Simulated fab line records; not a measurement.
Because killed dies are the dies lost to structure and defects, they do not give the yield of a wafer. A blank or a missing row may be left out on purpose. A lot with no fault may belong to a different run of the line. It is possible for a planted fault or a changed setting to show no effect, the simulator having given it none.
Matching of chambers / flow rit cmos / RIT_GATE_ETCH_19 on rie si-02 has 4 sister chambers
The step etches poly-Si in SF6/CHF3/O2, stops on SiO2, time 165 s, target depth 312.5 nm. 4 wafers are shown with their chamber, then 8 later ones without.

## EACH WAFER AND ITS CHAMBER
wafer=L254.3; chamber=3; drypump motor current A (A)=5.56
wafer=L256.1; chamber=2; drypump motor current A (A)=6.31
wafer=L260.6; chamber=0; drypump motor current A (A)=5.50
wafer=L264.4; chamber=1; drypump motor current A (A)=6.07

## WAFERS WITH NO CHAMBER GIVEN
wafer=L264.5; drypump motor current A (A)=5.57
wafer=L264.6; drypump motor current A (A)=6.33
wafer=L271.1; drypump motor current A (A)=5.50
wafer=L271.4; drypump motor current A (A)=5.57
wafer=L271.6; drypump motor current A (A)=6.36
wafer=L272.1; drypump motor current A (A)=5.56
wafer=L272.2; drypump motor current A (A)=6.37
wafer=L272.5; drypump motor current A (A)=5.54

## WHICH CHAMBER EACH ONE RAN IN
wafer=L264.5; from the rows above=3; in truth=3
wafer=L264.6; from the rows above=2; in truth=2
wafer=L271.1; from the rows above=0; in truth=0
wafer=L271.4; from the rows above=3; in truth=3
wafer=L271.6; from the rows above=2; in truth=2
wafer=L272.1; from the rows above=3; in truth=3
wafer=L272.2; from the rows above=2; in truth=2
wafer=L272.5; from the rows above=can't be placed: 3 or 0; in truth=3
Correct placement for 7 of the 8. Not placeable from these rows: 1 (in 1, the candidates include the true chamber). Number placed wrongly: 0.
How it was worked out, from the rows above alone: a wafer's distance from a chamber is the root of the sum, over the readings, of the square of ((its reading less the chamber's mean) divided by the reading's scatter). The wafer belongs to the nearest chamber; if the next one is less than 2 further off, it can't be placed. For every chamber, the mean is computed from those of its wafers that are shown. The scatter: with one shown wafer a chamber, the root of the mean of the squares of how far each hidden wafer lies from its nearest shown one.
